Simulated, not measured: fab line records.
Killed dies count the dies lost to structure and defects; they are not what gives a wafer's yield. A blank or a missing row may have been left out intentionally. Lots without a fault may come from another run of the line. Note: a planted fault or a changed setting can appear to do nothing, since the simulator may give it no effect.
What tool caused it?    flow berkeleyCmos170    Sampling: 13 lots, 39 wafers, 3 of 331 route steps

## WHAT EACH GAUGE READ, for each wafer
UCB170_NSD_TW_MEAS_10.
lot   measured      on            NSD_TW
L859  day 7 05:49   filmMetro-03  4130 4122 4149
L860  day 7 06:01   filmMetro-03  4113 4129 4113
L861  day 8 04:41   filmMetro-01  4208 4237 4218
L863  day 8 10:28   filmMetro-04  4191 4142 4156
L864  day 8 10:43   filmMetro-03  4125 4124 4116
L868  day 9 07:20   filmMetro-03  4073 4109 4097
L869  day 9 10:41   filmMetro-03  4124 4114 4115
L871  day 9 11:26   filmMetro-03  4104 4101 4113
L873  day 10 13:13  filmMetro-04  30 30 30 30 30 30
L877  day 10 19:22  filmMetro-01  4229 4270 4252
L874  day 10 19:55  filmMetro-01  4263 4267 4257
L879  day 11 16:10  filmMetro-04  4154 4156 4140
L881  day 11 23:55  filmMetro-04  4127 4130 4137

## EACH LOT AND THE TOOL THAT RAN IT (in order: tool; ch and the chambers of the sampled wafers; start)
lot   UCB170_PSD_STRIP_09                  UCB170_NSD_STRIP_09
L859  plasmaAsher-02 ch 0,1, day 7 04:01   plasmaAsher-04 ch 0,1, day 7 05:43
L860  plasmaAsher-04 ch 0,1, day 7 04:17   plasmaAsher-02 ch 0,1, day 7 05:55
L861  plasmaAsher-02 ch 0,1, day 8 01:58   plasmaAsher-03 ch 0,1, day 8 04:34
L863  plasmaAsher-01 ch 0,1, day 8 08:47   plasmaAsher-02 ch 0,1, day 8 10:23
L864  plasmaAsher-02 ch 0,1, day 8 08:59   plasmaAsher-03 ch 0,1, day 8 10:37
L868  plasmaAsher-04 ch 0,1, day 9 05:09   plasmaAsher-02 ch 0,1, day 9 07:14
L869  plasmaAsher-01 ch 0,1, day 9 09:06   plasmaAsher-02 ch 0,1, day 9 10:35
L871  plasmaAsher-01 ch 0,1, day 9 09:37   plasmaAsher-04 ch 0,1, day 9 11:20
L873  plasmaAsher-04 ch 0,1, day 10 11:13  plasmaAsher-04 ch 0,1, day 10 13:06
L877  plasmaAsher-01 ch 0,1, day 10 16:22  plasmaAsher-03 ch 0,1, day 10 19:16
L874  plasmaAsher-01 ch 0,1, day 10 16:46  plasmaAsher-02 ch 0,1, day 10 19:49
L879  plasmaAsher-01 ch 1, day 11 13:12    plasmaAsher-03 ch 0,1, day 11 16:04
L881  plasmaAsher-02 ch 1, day 11 22:12    plasmaAsher-03 ch 0,1, day 11 23:49
- UCB170_PSD_STRIP_09: strips in O2.
- UCB170_NSD_STRIP_09: strips in O2.

## AS READ BY THE TOOLS THEMSELVES (means over the sampled wafers that have a number; for cases with no such wafer, the mark the record gives instead)
UCB170_PSD_STRIP_09.
lot   tool            drypumpMotorCurrentA (A)  oesProductAu (a.u.)  stripTimeToEndpointS (s)
L859  plasmaAsher-02  6.1                       0.600                29.30
L860  plasmaAsher-04  6.1                       0.604                29.29
L861  plasmaAsher-02  6.1                       0.602                29.17
L863  plasmaAsher-01  5.5                       0.601                29.25
L864  plasmaAsher-02  6.1                       0.599                29.21
L868  plasmaAsher-04  5.6                       0.603                29.20
L869  plasmaAsher-01  5.6                       0.603                29.27
L871  plasmaAsher-01  6.0                       0.600                29.36
L873  plasmaAsher-04  5.6                       0.442                -
L877  plasmaAsher-01  5.5                       0.600                29.31
L874  plasmaAsher-01  6.0                       0.600                29.29
L879  plasmaAsher-01  5.1                       0.605                29.22
L881  plasmaAsher-02  5.9                       0.599                29.23

UCB170_NSD_STRIP_09.
lot   tool            drypumpMotorCurrentA (A)  oesProductAu (a.u.)  stripTimeToEndpointS (s)
L859  plasmaAsher-04  5.6                       0.533                35.89
L860  plasmaAsher-02  6.0                       0.537                35.96
L861  plasmaAsher-03  5.3                       0.533                35.85
L863  plasmaAsher-02  6.0                       0.530                35.83
L864  plasmaAsher-03  5.3                       0.535                36.05
L868  plasmaAsher-02  6.1                       0.532                35.72
L869  plasmaAsher-02  6.1                       0.535                35.86
L871  plasmaAsher-04  6.1                       0.535                35.83
L873  plasmaAsher-04  6.1                       0.604                56.20
L877  plasmaAsher-03  5.7                       0.534                35.91
L874  plasmaAsher-02  6.1                       0.534                35.74
L879  plasmaAsher-03  5.3                       0.531                35.85
L881  plasmaAsher-03  5.3                       0.536                35.81

## THE ANSWER, worked out from the rows above alone
Rule: the usual values come from the lots themselves. The widest of any qualifying gaps counts: lots, ordered by their means at a reading, are off when they make up no more than a third of the lots, leave a main group of 4 or more, and stand apart from it by 3 or more times the standard deviation of that group's means. A main group whose means are all the same, to the digits that the tables above print for the reading, isn't used. A lot without any number at a reading at which 4 lots or more have one is off too. All remaining lots with rows at the step are treated as sound. Order of review: gauges by route order, followed by the tools' own readings, for which a lot's mean as printed above is used. The first step at which some lot is off is used, and at that step the reading that is off furthest; a lot without a number counts as furthest.
Off: at UCB170_NSD_TW_MEAS_10 (NSD_TW), L873. Mean 4156 and standard deviation 55 in the main group.
If a tool, at a process step before that reading, ran all the lots that are off and no sound lot after the first of them, it fits. Not tried: the gauges at UCB170_NSD_TW_MEAS_10; whatever is off there is also off at UCB170_PSD_STRIP_09, on other tools, and gauge error can't account for it. One candidate fits, namely plasmaAsher-04 at UCB170_PSD_STRIP_09 and UCB170_NSD_STRIP_09. At UCB170_PSD_STRIP_09 its last sound lot is L868 (day 9 05:09), its first lot that is off L873 (day 10 11:13): a fault that began between those two fits.
The tool's own readings at UCB170_PSD_STRIP_09 bear it out: on the lots that are off they differ by more than 5 times the standard deviation of the sound lots' means. oesProductAu reads 0.442 a.u. there against 0.601 a.u. on the sound lots.
Blank at UCB170_PSD_STRIP_09 on the lots that are off, where sound lots have numbers: stripTimeToEndpointS.

## WHAT THE SIMULATOR HAD INSERTED
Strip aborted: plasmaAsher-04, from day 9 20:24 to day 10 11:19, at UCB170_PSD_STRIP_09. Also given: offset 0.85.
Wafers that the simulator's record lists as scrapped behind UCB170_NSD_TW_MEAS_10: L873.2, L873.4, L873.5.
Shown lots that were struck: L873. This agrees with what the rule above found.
